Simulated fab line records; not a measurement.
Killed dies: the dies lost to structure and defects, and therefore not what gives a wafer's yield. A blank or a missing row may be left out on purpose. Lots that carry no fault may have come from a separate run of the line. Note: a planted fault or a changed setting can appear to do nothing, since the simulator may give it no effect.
What tool caused it?    flow rit_cmos    Sampling: 15 lots, 45 wafers, 2 of 202 route steps

WHAT EACH GAUGE READ, for each wafer
RIT_GATE_THK_MEAS_07.
lot   measured     on             GATE_OXIDE_THK (nm)
L844  day 2 15:46  film_metro-04  3.00 2.95 3.00
L845  day 2 20:54  film_metro-01  2.94 2.98 2.99
L846  day 3 05:22  film_metro-02  3.04 3.03 2.98
L847  day 3 08:43  film_metro-02  3.13 3.04 3.09
L849  day 3 16:22  film_metro-04  2.53 2.57 2.54
L851  day 3 22:23  film_metro-04  2.46 2.45 2.36
L852  day 4 03:28  film_metro-01  2.58 2.50 2.52
L858  day 5 07:23  film_metro-02  2.95 2.90 2.88
L859  day 5 14:13  film_metro-04  2.98 3.02 3.00
L860  day 5 18:05  film_metro-01  2.88 2.96 2.99
L863  day 6 08:20  film_metro-01  3.07 3.05 3.01
L864  day 6 13:58  film_metro-02  2.94 3.02 3.05
L865  day 6 17:54  film_metro-04  2.91 2.91 2.85
L866  day 7 00:02  film_metro-04  2.88 2.88 2.85
L867  day 7 04:18  film_metro-04  2.90 2.93 2.97

WHICH TOOL RAN EACH LOT (tool, then ch and the chambers of the sampled wafers, then the start)
lot   RIT_GATE_OXIDATION_05
L844  furnace-02 ch 0, day 2 14:26
L845  furnace-01 ch 0, day 2 18:03
L846  furnace-01 ch 0, day 3 02:56
L847  furnace-01 ch 0, day 3 07:23
L849  furnace-01 ch 0, day 3 14:03
L851  furnace-01 ch 0, day 3 21:03
L852  furnace-01 ch 0, day 4 01:26
L858  furnace-02 ch 0, day 5 06:03
L859  furnace-02 ch 0, day 5 12:54
L860  furnace-02 ch 0, day 5 16:45
L863  furnace-03 ch 0, day 6 06:59
L864  furnace-03 ch 0, day 6 12:38
L865  furnace-02 ch 0, day 6 16:33
L866  furnace-02 ch 0, day 6 22:43
L867  furnace-01 ch 0, day 7 02:49
- RIT_GATE_OXIDATION_05: target thk 3 nm, ox time 270 s.

WHAT THE TOOLS THEMSELVES READ (means of the sampled wafers that have a number; where no wafer has one, the mark that the record gives instead)
RIT_GATE_OXIDATION_05.
lot   tool        spike_tc_centre_C (C)  spike_tc_load_C (C)  spike_tc_source_C (C)  tube_center_temp_C_max
L844  furnace-02  901.8                  929                  923.4                  902.3
L845  furnace-01  903.9                  930                  927.0                  902.2
L846  furnace-01  903.1                  932                  927.2                  902.8
L847  furnace-01  903.8                  930                  927.7                  902.8
L849  furnace-01  888.1                  915                  910.8                  902.2
L851  furnace-01  887.3                  914                  910.7                  902.2
L852  furnace-01  887.0                  915                  911.1                  902.4
L858  furnace-02  902.2                  929                  922.9                  902.4
L859  furnace-02  902.1                  929                  923.7                  902.2
L860  furnace-02  901.7                  930                  924.0                  902.5
L863  furnace-03  900.8                  922                  924.0                  902.3
L864  furnace-03  901.2                  922                  923.2                  902.3
L865  furnace-02  901.0                  930                  923.6                  902.4
L866  furnace-02  903.8                  930                  923.3                  902.3
L867  furnace-01  903.1                  930                  925.9                  902.0

THE ANSWER, worked out from the rows above alone
Rule: the usual values come from the lots themselves. Put in order of their means at a reading, lots are off if they are a third of the lots or fewer, leave a main group of 4 or more, and stand apart from it by a gap of 3 or more times the standard deviation of the main group's means; of several such gaps the widest counts. A main group whose means are all the same, to the digits that the tables above print for the reading, isn't used. Also off: a lot with no number at a reading for which 4 or more lots have one. Any other lot the step has rows for is counted as sound. After the gauges, taken in route order, come the tools' own readings; for these a lot's mean is taken, as printed above. The first step at which some lot is off is used, and at that step the reading that is off furthest; a lot without a number counts as furthest.
Off: L849, L851, L852, at RIT_GATE_THK_MEAS_07 (GATE_OXIDE_THK). The main group: mean 2.97 nm, standard deviation 0.062.
If a tool, at a process step before that reading, ran all the lots that are off and no sound lot after the first of them, it fits. The gauges at RIT_GATE_THK_MEAS_07 aren't tried: what is off there is off at RIT_GATE_OXIDATION_05 too, on other tools, and a gauge's error can't cause that. None of those tried fits.

WHAT WAS PUT IN BY THE SIMULATOR
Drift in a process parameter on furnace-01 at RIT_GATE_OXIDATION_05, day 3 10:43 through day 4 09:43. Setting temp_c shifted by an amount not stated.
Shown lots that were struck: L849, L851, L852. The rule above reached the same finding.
